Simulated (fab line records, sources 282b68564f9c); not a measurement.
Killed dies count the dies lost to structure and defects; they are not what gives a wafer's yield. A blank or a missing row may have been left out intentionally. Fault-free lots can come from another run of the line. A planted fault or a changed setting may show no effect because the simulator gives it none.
Split-lot study || flow ritCmos || 23 wafers read across 5 lots, on a route 202 steps long

## THE SPLIT
At RIT_NLDD_COAT_01 (resist thk 1000 nm), the setting spinRpm was moved away from the recipe's 3250 rpm on 7 of the 23 wafers read, by -5.0% to +7.1%. All remaining wafers had this setting at the recipe value.

## FROM THE SPLIT TO THE READING: what the file shows between them, 3 steps
- RIT_NLDD_SOFTBAKE_02: time 60 s
- RIT_NLDD_EXPOSE_03: exposes mask M7, target cd 40700 nm
- RIT_NLDD_DEVELOP_05: develop time 50 s

## THE READING
NOVOLAK_of_NLDD_COAT_01.thkNm (the simulator's own value, which no gauge read), in nm, at RIT_NLDD_HARDBAKE_07 (time 60 s). No usual value for it is given in the file. The 16 wafers here that ran the recipe average 883.4 nm, standard deviation 2 nm.

{"wafer": "L077.2", "tool, chamber at the split": "lithoTrack-02, 0", "spinRpm as run, rpm": 3250, "against the recipe": "recipe", "NOVOLAK_of_NLDD_COAT_01.thkNm, nm": 881.7, "against lot-mates on the recipe": "-"}
{"wafer": "L077.3", "tool, chamber at the split": "lithoTrack-02, 0", "spinRpm as run, rpm": 3250, "against the recipe": "recipe", "NOVOLAK_of_NLDD_COAT_01.thkNm, nm": 880, "against lot-mates on the recipe": "-"}
{"wafer": "L077.4", "tool, chamber at the split": "lithoTrack-02, 0", "spinRpm as run, rpm": 3185, "against the recipe": "-2.0%", "NOVOLAK_of_NLDD_COAT_01.thkNm, nm": 891.5, "against lot-mates on the recipe": "+10.6"}
{"wafer": "L077.5", "tool, chamber at the split": "lithoTrack-02, 0", "spinRpm as run, rpm": 3250, "against the recipe": "recipe", "NOVOLAK_of_NLDD_COAT_01.thkNm, nm": 881, "against lot-mates on the recipe": "-"}
{"wafer": "L077.6", "tool, chamber at the split": "lithoTrack-02, 0", "spinRpm as run, rpm": 3185, "against the recipe": "-2.0%", "NOVOLAK_of_NLDD_COAT_01.thkNm, nm": 891.8, "against lot-mates on the recipe": "+10.9"}
{"wafer": "L078.1", "tool, chamber at the split": "lithoTrack-02, 0", "spinRpm as run, rpm": 3250, "against the recipe": "recipe", "NOVOLAK_of_NLDD_COAT_01.thkNm, nm": 882, "against lot-mates on the recipe": "-"}
{"wafer": "L078.3", "tool, chamber at the split": "lithoTrack-02, 0", "spinRpm as run, rpm": 3250, "against the recipe": "recipe", "NOVOLAK_of_NLDD_COAT_01.thkNm, nm": 882.2, "against lot-mates on the recipe": "-"}
{"wafer": "L078.6", "tool, chamber at the split": "lithoTrack-02, 0", "spinRpm as run, rpm": 3250, "against the recipe": "recipe", "NOVOLAK_of_NLDD_COAT_01.thkNm, nm": 882.2, "against lot-mates on the recipe": "-"}
{"wafer": "L078.4", "tool, chamber at the split": "lithoTrack-02, 0", "spinRpm as run, rpm": 3250, "against the recipe": "recipe", "NOVOLAK_of_NLDD_COAT_01.thkNm, nm": 882.9, "against lot-mates on the recipe": "-"}
{"wafer": "L078.5", "tool, chamber at the split": "lithoTrack-02, 0", "spinRpm as run, rpm": 3250, "against the recipe": "recipe", "NOVOLAK_of_NLDD_COAT_01.thkNm, nm": 883.9, "against lot-mates on the recipe": "-"}
{"wafer": "L080.2", "tool, chamber at the split": "lithoTrack-01, 0", "spinRpm as run, rpm": 3088, "against the recipe": "-5.0%", "NOVOLAK_of_NLDD_COAT_01.thkNm, nm": 907.3, "against lot-mates on the recipe": "+24.0"}
{"wafer": "L080.3", "tool, chamber at the split": "lithoTrack-01, 0", "spinRpm as run, rpm": 3088, "against the recipe": "-5.0%", "NOVOLAK_of_NLDD_COAT_01.thkNm, nm": 906.7, "against lot-mates on the recipe": "+23.4"}
{"wafer": "L080.4", "tool, chamber at the split": "lithoTrack-01, 0", "spinRpm as run, rpm": 3250, "against the recipe": "recipe", "NOVOLAK_of_NLDD_COAT_01.thkNm, nm": 882.2, "against lot-mates on the recipe": "-"}
{"wafer": "L080.5", "tool, chamber at the split": "lithoTrack-01, 0", "spinRpm as run, rpm": 3250, "against the recipe": "recipe", "NOVOLAK_of_NLDD_COAT_01.thkNm, nm": 883.8, "against lot-mates on the recipe": "-"}
{"wafer": "L080.6", "tool, chamber at the split": "lithoTrack-01, 0", "spinRpm as run, rpm": 3250, "against the recipe": "recipe", "NOVOLAK_of_NLDD_COAT_01.thkNm, nm": 883.8, "against lot-mates on the recipe": "-"}
{"wafer": "L081.1", "tool, chamber at the split": "lithoTrack-03, 0", "spinRpm as run, rpm": 3250, "against the recipe": "recipe", "NOVOLAK_of_NLDD_COAT_01.thkNm, nm": 885.8, "against lot-mates on the recipe": "-"}
{"wafer": "L081.2", "tool, chamber at the split": "lithoTrack-03, 0", "spinRpm as run, rpm": 3482, "against the recipe": "+7.1%", "NOVOLAK_of_NLDD_COAT_01.thkNm, nm": 856.5, "against lot-mates on the recipe": -30.2}
{"wafer": "L081.3", "tool, chamber at the split": "lithoTrack-03, 0", "spinRpm as run, rpm": 3482, "against the recipe": "+7.1%", "NOVOLAK_of_NLDD_COAT_01.thkNm, nm": 855, "against lot-mates on the recipe": -31.8}
{"wafer": "L081.4", "tool, chamber at the split": "lithoTrack-03, 0", "spinRpm as run, rpm": 3250, "against the recipe": "recipe", "NOVOLAK_of_NLDD_COAT_01.thkNm, nm": 887.7, "against lot-mates on the recipe": "-"}
{"wafer": "L081.6", "tool, chamber at the split": "lithoTrack-03, 0", "spinRpm as run, rpm": 3482, "against the recipe": "+7.1%", "NOVOLAK_of_NLDD_COAT_01.thkNm, nm": 855.5, "against lot-mates on the recipe": -31.2}
{"wafer": "L083.4", "tool, chamber at the split": "lithoTrack-02, 0", "spinRpm as run, rpm": 3250, "against the recipe": "recipe", "NOVOLAK_of_NLDD_COAT_01.thkNm, nm": 885.8, "against lot-mates on the recipe": "-"}
{"wafer": "L083.5", "tool, chamber at the split": "lithoTrack-02, 0", "spinRpm as run, rpm": 3250, "against the recipe": "recipe", "NOVOLAK_of_NLDD_COAT_01.thkNm, nm": 886.3, "against lot-mates on the recipe": "-"}
{"wafer": "L083.6", "tool, chamber at the split": "lithoTrack-02, 0", "spinRpm as run, rpm": 3250, "against the recipe": "recipe", "NOVOLAK_of_NLDD_COAT_01.thkNm, nm": 883.6, "against lot-mates on the recipe": "-"}

THE FIT
A straight line over all 23 wafers: NOVOLAK_of_NLDD_COAT_01.thkNm changes by -4.11 nm for each +1% of spinRpm; r = -0.99; the points scatter about the line by 2.1 nm.
The same after taking each lot's own level away (the mean of its wafers on the recipe; 23 wafers): -4.5 nm for each +1%; r = -1.00; scatter 1 nm.
Per that fit: largest spinRpm move, reading shift of 32 nm.
The lots' own levels span 880.90 to 886.75 nm, that is 2.9 times the standard deviation above.
So the lot-to-lot level changes the slope little: the two slopes agree.
Check: with one of the wafers moved furthest among these (+7.1%) left out of the fit, the line predicts -32.3 nm for it against its lot-mates. Against them it came out at -30.2 nm.

## THE OTHER SPLITS THESE WAFERS WENT THROUGH
Before the reading, these wafers also passed through other splits. Each is held against what the fit with the lots' levels taken away leaves over:
{"other split on the same wafers": "RIT_GATE_COAT_11 spinRpm", "wafers away from the commonest value": 5, "r with NOVOLAK_of_NLDD_COAT_01.thkNm (lot level and that fit taken away)": "+0.21"}
{"other split on the same wafers": "RIT_GATE_ETCH_19 timeS", "wafers away from the commonest value": 9, "r with NOVOLAK_of_NLDD_COAT_01.thkNm (lot level and that fit taken away)": -0.14}

## THE WHOLE CHAIN: every reading that the file lists as answering this split, in the file's order
{"step": "RIT_NLDD_COAT_01", "what it does": "resist thk 1000 nm", "reading": "NOVOLAK_of_NLDD_COAT_01.thkNm (the simulator's own value, which no gauge read)", "change (the file's fit)": "-5.18 nm for each +1% of the setting", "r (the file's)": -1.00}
{"step": "RIT_NLDD_HARDBAKE_07", "what it does": "time 60 s", "reading": "NOVOLAK_of_NLDD_COAT_01.thkNm (the simulator's own value, which no gauge read)", "change (the file's fit)": "-4.54 nm for each +1% of the setting", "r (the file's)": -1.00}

## FILE'S OWN FIT
NOVOLAK_of_NLDD_COAT_01.thkNm changes by -4.54 nm for each +1% of spinRpm, r = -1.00.
